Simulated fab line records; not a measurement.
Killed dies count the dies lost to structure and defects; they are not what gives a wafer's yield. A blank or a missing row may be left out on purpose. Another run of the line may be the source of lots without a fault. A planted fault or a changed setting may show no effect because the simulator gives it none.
Which tool was responsible? || flow berkeley cmos170 || 13 lots with 39 wafers sampled at 3 steps, on a route of 331 steps

## WHAT THE GAUGES READ, wafer by wafer
UCB170_V1_BOW_MEAS_03.
{"lot": "L635", "measured": "day 7 09:19", "on": "film metro-01", "V1_BOW (um)": "16 19 29"}
{"lot": "L634", "measured": "day 7 06:29", "on": "film metro-03", "V1_BOW (um)": "20 -3 13"}
{"lot": "L638", "measured": "day 8 08:48", "on": "film metro-04", "V1_BOW (um)": "31 22 13"}
{"lot": "L643", "measured": "day 9 18:55", "on": "film metro-03", "V1_BOW (um)": "22 32 26"}
{"lot": "L645", "measured": "day 9 23:38", "on": "film metro-03", "V1_BOW (um)": "13 24 19"}
{"lot": "L646", "measured": "day 9 23:35", "on": "film metro-04", "V1_BOW (um)": "4 5 14"}
{"lot": "L647", "measured": "day 10 08:16", "on": "film metro-01", "V1_BOW (um)": "15 15 20"}
{"lot": "L648", "measured": "day 10 19:51", "on": "film metro-03", "V1_BOW (um)": "26 12 1"}
{"lot": "L651", "measured": "day 11 12:08", "on": "film metro-04", "V1_BOW (um)": "12 18 19"}
{"lot": "L652", "measured": "day 11 15:05", "on": "film metro-04", "V1_BOW (um)": "16 20 13"}
{"lot": "L653", "measured": "day 11 15:10", "on": "film metro-03", "V1_BOW (um)": "12 16 27"}
{"lot": "L654", "measured": "day 11 15:22", "on": "film metro-01", "V1_BOW (um)": "18 20 14"}
{"lot": "L655", "measured": "day 12 04:46", "on": "film metro-01", "V1_BOW (um)": "18 19 25"}

UCB170_V1_THK_MEAS_04.
{"lot": "L635", "measured": "day 7 09:26", "on": "film metro-01", "V1_POLISHED_THK (nm)": "999.0 999.8 1000.3"}
{"lot": "L634", "measured": "day 7 06:36", "on": "film metro-03", "V1_POLISHED_THK (nm)": "1001.1 1000.3 1002.8"}
{"lot": "L638", "measured": "day 8 08:55", "on": "film metro-04", "V1_POLISHED_THK (nm)": "999.2 1001.2 999.8"}
{"lot": "L643", "measured": "day 9 19:01", "on": "film metro-03", "V1_POLISHED_THK (nm)": "1000.0 999.3 999.8"}
{"lot": "L645", "measured": "day 9 23:44", "on": "film metro-03", "V1_POLISHED_THK (nm)": "1001.3 1001.1 1000.8"}
{"lot": "L646", "measured": "day 9 23:43", "on": "film metro-04", "V1_POLISHED_THK (nm)": "1000.9 1001.7 1000.3"}
{"lot": "L647", "measured": "day 10 08:22", "on": "film metro-01", "V1_POLISHED_THK (nm)": "1000.6 998.8 999.1"}
{"lot": "L648", "measured": "day 10 19:58", "on": "film metro-03", "V1_POLISHED_THK (nm)": "1000.3 1000.4 999.5"}
{"lot": "L651", "measured": "day 11 12:13", "on": "film metro-04", "V1_POLISHED_THK (nm)": "1000.8 1000.7 1001.8"}
{"lot": "L652", "measured": "day 11 15:12", "on": "film metro-04", "V1_POLISHED_THK (nm)": "1000.8 1000.0 1000.2"}
{"lot": "L653", "measured": "day 11 15:17", "on": "film metro-03", "V1_POLISHED_THK (nm)": "1000.1 999.1 999.7"}
{"lot": "L654", "measured": "day 11 15:29", "on": "film metro-01", "V1_POLISHED_THK (nm)": "1000.4 999.7 1000.0"}
{"lot": "L655", "measured": "day 12 04:53", "on": "film metro-01", "V1_POLISHED_THK (nm)": "1000.4 1000.1 1000.1"}

## EACH LOT AND THE TOOL THAT RAN IT (in order: tool; ch and the chambers of the sampled wafers; start)
{"lot": "L635", "UCB170_SCREENOX_WET_ETCH_00": "wet bench-02 ch 3, day 5 04:21"}
{"lot": "L634", "UCB170_SCREENOX_WET_ETCH_00": "wet bench-02 ch 3, day 5 04:25"}
{"lot": "L638", "UCB170_SCREENOX_WET_ETCH_00": "wet bench-04 ch 0, day 6 00:36"}
{"lot": "L643", "UCB170_SCREENOX_WET_ETCH_00": "wet bench-02 ch 0, day 7 11:13"}
{"lot": "L645", "UCB170_SCREENOX_WET_ETCH_00": "wet bench-04 ch 2, day 7 18:02"}
{"lot": "L646", "UCB170_SCREENOX_WET_ETCH_00": "wet bench-04 ch 0, day 7 18:02"}
{"lot": "L647", "UCB170_SCREENOX_WET_ETCH_00": "wet bench-03 ch 2, day 7 23:38"}
{"lot": "L648", "UCB170_SCREENOX_WET_ETCH_00": "wet bench-03 ch 0, day 8 14:38"}
{"lot": "L651", "UCB170_SCREENOX_WET_ETCH_00": "wet bench-04 ch 1, day 9 03:54"}
{"lot": "L652", "UCB170_SCREENOX_WET_ETCH_00": "wet bench-04 ch 0, day 9 03:54"}
{"lot": "L653", "UCB170_SCREENOX_WET_ETCH_00": "wet bench-04 ch 1, day 9 03:54"}
{"lot": "L654", "UCB170_SCREENOX_WET_ETCH_00": "wet bench-04 ch 3, day 9 03:54"}
{"lot": "L655", "UCB170_SCREENOX_WET_ETCH_00": "wet bench-02 ch 2, day 9 21:28"}
- UCB170_SCREENOX_WET_ETCH_00: etches SiO2 in dHF, time 200 s.

## WHAT THE TOOLS THEMSELVES READ (means of the sampled wafers that have a number; where no wafer has one, the mark that the record gives instead)
The record holds no such reading with a usual standard deviation.

## THE ANSWER, worked out from the rows above alone
Rule: the lots themselves supply what counts as usual. The widest of any qualifying gaps counts: lots, ordered by their means at a reading, are off when they make up no more than a third of the lots, leave a main group of 4 or more, and stand apart from it by 3 or more times the standard deviation of that group's means. If all means in a main group match to the digits the tables above print for the reading, that group is not used. A lot without any number at a reading at which 4 lots or more have one is off too. Where the step has rows for the other lots, those lots are counted as sound. The gauges are gone through in route order, then the tools' own readings, and for those a lot's mean is taken as printed above. The first step at which some lot is off is used, and at that step the reading that is off furthest; a lot without a number counts as furthest.
Nothing can be told from this: no lot is off at any reading shown.

## WHAT THE SIMULATOR HAD INSERTED
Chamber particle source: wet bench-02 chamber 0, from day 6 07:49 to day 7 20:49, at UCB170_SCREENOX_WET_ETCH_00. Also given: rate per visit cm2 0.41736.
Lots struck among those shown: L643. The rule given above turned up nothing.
